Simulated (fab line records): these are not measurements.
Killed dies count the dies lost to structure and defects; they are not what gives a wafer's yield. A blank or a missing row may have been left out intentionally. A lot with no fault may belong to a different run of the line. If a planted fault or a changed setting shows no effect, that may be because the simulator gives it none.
Chamber matching ; flow ritCmos ; RIT_GATE_ETCH_19 on rieSi-01: 4 sister chambers
The step etches poly-Si in SF6/CHF3/O2, stops on SiO2, time 172.7 s, target depth 312.5 nm. 16 wafers are shown with their chamber, then 8 later ones without.

== WAFERS WITH THEIR CHAMBER ==
wafer;chamber;drypumpMotorCurrentA (A);throttleValvePct (%);oesProductAu (a.u.)
L316.1;3;5.6;10.20;0.844
L316.2;0;5.1;10.21;0.851
L316.6;2;5.0;10.22;0.855
L318.2;0;5.1;10.23;0.851
L318.4;3;5.6;10.20;0.858
L318.6;3;5.6;10.22;0.857
L320.1;2;5.0;10.22;0.850
L320.3;1;6.8;10.21;0.851
L320.6;3;5.6;10.19;0.854
L324.1;2;5.0;10.23;0.834
L324.2;3;5.7;10.20;0.838
L324.3;1;6.9;10.20;0.831
L332.2;0;5.1;10.21;0.843
L332.3;2;5.0;10.22;0.841
L332.4;1;6.9;10.20;0.843
L334.2;2;5.0;10.23;0.846

SIGNATURES (means of the wafers above)
reading;chamber 0;chamber 1;chamber 2;chamber 3;scatter within a chamber
drypumpMotorCurrentA;5.100;6.867;5.000;5.620;0.035
throttleValvePct;10.2167;10.2033;10.2240;10.2020;0.00882
oesProductAu;0.84833;0.84167;0.84520;0.85020;0.00825
Rule: a wafer's distance from a chamber is the root of the sum, over the readings, of the square of ((its reading less the chamber's mean) divided by the reading's scatter). The wafer belongs to the nearest chamber; if the next one is less than 2 further off, it can't be placed. How the scatter is found: for the shown wafers, subtract from each reading the mean of its chamber, square and add these, divide the total by (wafers less chambers), then take the root.

== WAFERS WITHOUT THEIR CHAMBER ==
wafer;drypumpMotorCurrentA (A);throttleValvePct (%);oesProductAu (a.u.)
L334.4;5.6;10.21;0.838
L334.6;6.8;10.19;0.852
L336.2;5.0;10.24;0.843
L336.4;5.6;10.20;0.844
L336.6;6.8;10.20;0.849
L338.1;5.1;10.17;0.860
L338.4;5.0;10.24;0.858
L338.5;6.8;10.19;0.864

== THE CHAMBER EACH PASSED THROUGH ==
wafer;from the rows above;in truth
L334.4;3;3
L334.6;1;1
L336.2;2;2
L336.4;3;3
L336.6;1;1
L338.1;can't be placed: 0 or 2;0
L338.4;can't be placed: 2 or 0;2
L338.5;1;1
Placed correctly: 6 of 8. From these rows, 2 cannot be placed; in 2 the true chamber is one of the candidates. Placed wrongly: 0.
